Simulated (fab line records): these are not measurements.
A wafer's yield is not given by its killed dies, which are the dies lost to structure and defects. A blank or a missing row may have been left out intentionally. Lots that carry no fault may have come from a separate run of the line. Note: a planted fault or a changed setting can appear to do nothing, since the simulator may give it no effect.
Which of the tools did it?    flow rit cmos    route of 202 steps, sampled at 1 step: 6 lots, 18 wafers

## WHAT THE GAUGES READ, wafer by wafer
RIT_SILICIDE_THK_MEAS_03: measures by xrf.
lot   measured     on             SILICIDE_TI_THK (nm)
L927  day 3 06:38  film metro-04  31.64 31.66 31.60
L929  day 3 17:59  film metro-01  31.24 31.42 31.48
L931  day 4 04:23  film metro-01  31.58 31.28 31.71
L933  day 4 13:58  film metro-04  30.93 30.97 30.97
L945  day 7 07:05  film metro-01  33.17 33.13 33.05 33.17 33.23 33.28
L947  day 7 14:46  film metro-04  31.72 31.64 31.37

## WHAT TOOL EACH LOT RAN ON (gives the tool, then ch and the chambers of the sampled wafers, and finally the start)
The record holds no process step before these readings.

## THE ANSWER, worked out from the rows above alone
Rule: the lots themselves supply what counts as usual. The widest of any qualifying gaps counts: lots, ordered by their means at a reading, are off when they make up no more than a third of the lots, leave a main group of 4 or more, and stand apart from it by 3 or more times the standard deviation of that group's means. Not used: any main group whose means are identical at the precision the tables above print for the reading. Also off: a lot with no number at a reading for which 4 or more lots have one. Where the step has rows for the other lots, those lots are counted as sound.
Off: at RIT_SILICIDE_THK_MEAS_03 (SILICIDE_TI_THK), L945. Mean 31.41 nm and standard deviation 0.24 in the main group.
A tool fits if, at a process step before that reading, it ran every lot that is off, and no sound lot after the first of them. Gauges at RIT_SILICIDE_THK_MEAS_03: tried the same way as those tools. One candidate fits, namely film metro-01 at RIT_SILICIDE_THK_MEAS_03. A fault onset in the window from L931 (day 4 04:23, its last sound lot) to L945 (day 7 07:05, its first lot off) fits.

## WHAT THE SIMULATOR HAD INSERTED
Metrology matching offset: film metro-01, from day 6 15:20 on, at RIT_SILICIDE_THK_MEAS_03. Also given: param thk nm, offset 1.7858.
Shown lots that were struck: L945. This agrees with what the rule above found.
